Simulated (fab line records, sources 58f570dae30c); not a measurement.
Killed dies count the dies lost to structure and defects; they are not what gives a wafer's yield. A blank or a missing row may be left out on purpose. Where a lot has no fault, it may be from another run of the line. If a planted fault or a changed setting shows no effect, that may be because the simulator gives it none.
What tool caused it? + flow berkeley-cmos170 + 21 wafers from 7 lots sampled at 4 of the route's 331 steps

WHAT THE GAUGES SHOWED, per wafer
UCB170_V1_CD_MEAS_12: the cd target is 700 nm.
| lot  | measured     | on        | cd-nm (nm)        |
|------|--------------|-----------|-------------------|
| L758 | day 8 23:37  | cd-sem-01 | 701.1 701.9 701.8 |
| L760 | day 9 01:46  | cd-sem-01 | 700.4 701.1 699.9 |
| L768 | day 10 13:55 | cd-sem-02 | 698.8 698.3 699.8 |
| L770 | day 11 05:30 | cd-sem-02 | 616.1 616.3 616.0 |
| L773 | day 12 04:34 | cd-sem-02 | 701.7 702.8 703.1 |
| L777 | day 12 18:01 | cd-sem-01 | 700.6 699.9 701.0 |
| L780 | day 12 21:40 | cd-sem-02 | 697.3 698.5 697.6 |

EACH LOT AND THE TOOL THAT RAN IT (in order: tool; ch and the chambers of the sampled wafers; start)
| lot  | UCB170_CONTACT_STRIP_06              | UCB170_CONTACT_ETCH_17             | UCB170_V1_PEB_10                  |
|------|--------------------------------------|------------------------------------|-----------------------------------|
| L758 | plasma-asher-03 ch 0,1, day 8 15:50  | rie-diel-04 ch 1,2, day 8 17:29    | litho-track-03 ch 0, day 8 23:20  |
| L760 | plasma-asher-02 ch 0,1, day 8 17:07  | rie-diel-04 ch 0,1,3, day 8 18:53  | litho-track-03 ch 0, day 9 01:29  |
| L768 | plasma-asher-03 ch 0,1, day 10 02:09 | rie-diel-04 ch 0,2, day 10 03:52   | litho-track-01 ch 0, day 10 13:38 |
| L770 | plasma-asher-03 ch 0,1, day 10 20:19 | rie-diel-04 ch 0,1,2, day 10 22:12 | litho-track-02 ch 0, day 11 05:13 |
| L773 | plasma-asher-02 ch 0,1, day 11 19:11 | rie-diel-02 ch 0,1,2, day 11 21:14 | litho-track-01 ch 0, day 12 04:18 |
| L777 | plasma-asher-04 ch 0,1, day 12 08:49 | rie-diel-04 ch 1,3, day 12 10:39   | litho-track-01 ch 0, day 12 17:43 |
| L780 | plasma-asher-02 ch 0,1, day 12 12:32 | rie-diel-01 ch 1,2, day 12 14:19   | litho-track-03 ch 0, day 12 21:23 |
- UCB170_CONTACT_STRIP_06: strips in O2.
- UCB170_CONTACT_ETCH_17: etches BARC in N2/H2.
- UCB170_V1_PEB_10

THE ANSWER, worked out from the rows above alone
Rule: the usual values come from the lots themselves. The widest of any qualifying gaps counts: lots, ordered by their means at a reading, are off when they make up no more than a third of the lots, leave a main group of 4 or more, and stand apart from it by 3 or more times the standard deviation of that group's means. A main group whose means are all the same, to the digits that the tables above print for the reading, isn't used. Also off: a lot with no number at a reading for which 4 or more lots have one. Where the step has rows for the other lots, those lots are counted as sound.
Off: L770 (UCB170_V1_CD_MEAS_12, cd-nm). Main group: mean 700.3 nm, sd 1.6.
A tool fits if, at a process step before that reading, it ran every lot that is off, and no sound lot after the first of them. Gauges at UCB170_V1_CD_MEAS_12: tried the same way as those tools. This does not decide it: 2 tools fit, namely plasma-asher-03 at UCB170_CONTACT_STRIP_06 and litho-track-02 at UCB170_V1_PEB_10.

WHAT THE SIMULATOR HAD INSERTED
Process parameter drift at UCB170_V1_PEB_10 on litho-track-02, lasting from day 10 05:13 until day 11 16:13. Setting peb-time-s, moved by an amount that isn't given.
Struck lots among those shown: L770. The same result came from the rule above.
